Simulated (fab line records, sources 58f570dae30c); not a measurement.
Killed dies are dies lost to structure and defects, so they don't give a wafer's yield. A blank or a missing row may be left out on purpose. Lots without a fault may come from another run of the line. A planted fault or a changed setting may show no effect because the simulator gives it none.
One fault seen from 2 desks | flow berkeley_cmos170 | each desk has only its own numbers; what lay behind them comes last

THE TOOL OWNER'S DESK: rie_si-02
The tool's own readings at UCB170_GATE_ETCH_15 (etches poly-Si in HBr/Cl2, stops on SiO2, time 56.3 s, target depth 278.2 nm): means of the sampled wafers that have a number, for each lot that ran on this tool. A lot is out of limits, marked OUT, if its mean lies more than 4 standard deviations from the usual mean; the brackets give that distance.
Columns: A = chamber_pressure_mTorr at UCB170_GATE_ETCH_15, usual 15.000 mTorr; B = drypump_motor_current_A at UCB170_GATE_ETCH_15, usual 5.8 A; C = he_backside_leak_sccm at UCB170_GATE_ETCH_15, usual 2.69 sccm; D = oes_product_au at UCB170_GATE_ETCH_15, usual 0.832 a.u.; E = throttle_valve_pct at UCB170_GATE_ETCH_15, usual 26.51 %
lot  | first seen here | A      | B   | C    | D     | E
L366 | day 7 20:19     | 15.000 | 5.6 | 2.91 | 0.819 | 26.77
L371 | day 9 04:39     | 14.992 | 5.5 | 2.78 | 0.827 | 26.76
L373 | day 9 12:49     | 14.991 | 5.6 | 2.56 | 0.830 | 26.51
L375 | day 9 18:28     | 15.002 | 5.8 | 2.43 | 0.841 | 26.61
This desk's finding: nothing out of limits on any of the 4 lots.

THE METROLOGY DESK
What the gauges read, lot by lot, whatever tool the lot ran on: means of the sampled wafers that have a number. A lot is out of limits, marked OUT, if its mean lies more than 4 standard deviations from the usual mean; the brackets give that distance.
Columns: A = GATE_POLY_THK at UCB170_GATE_THK_MEAS_05, usual 214.5 nm; B = cd_nm at UCB170_GATE_CD_MEAS_12, usual 349.5 nm; C = GATE_OVL at UCB170_GATE_OVL_MEAS_13, usual 2 nm
lot  | first seen here | A     | B     | C
L358 | day 6 12:10     | 219.2 | 350.4 | 0
L364 | day 7 06:49     | 211.9 | 349.2 | 6
L366 | day 7 18:53     | 214.0 | 351.7 | -2
L371 | day 9 02:58     | 211.8 | 352.4 | -2
L373 | day 9 11:10     | 214.2 | 350.2 | -2
L374 | day 9 11:10     | 213.9 | 347.6 | 6
L375 | day 9 17:01     | 216.8 | 348.9 | 3
This desk's finding: nothing out of limits on any of the 7 lots.

PUT TOGETHER
The tool owner's desk saw nothing out of limits.
The metrology desk saw nothing out of limits.

WHAT THE SIMULATOR HAD PUT IN
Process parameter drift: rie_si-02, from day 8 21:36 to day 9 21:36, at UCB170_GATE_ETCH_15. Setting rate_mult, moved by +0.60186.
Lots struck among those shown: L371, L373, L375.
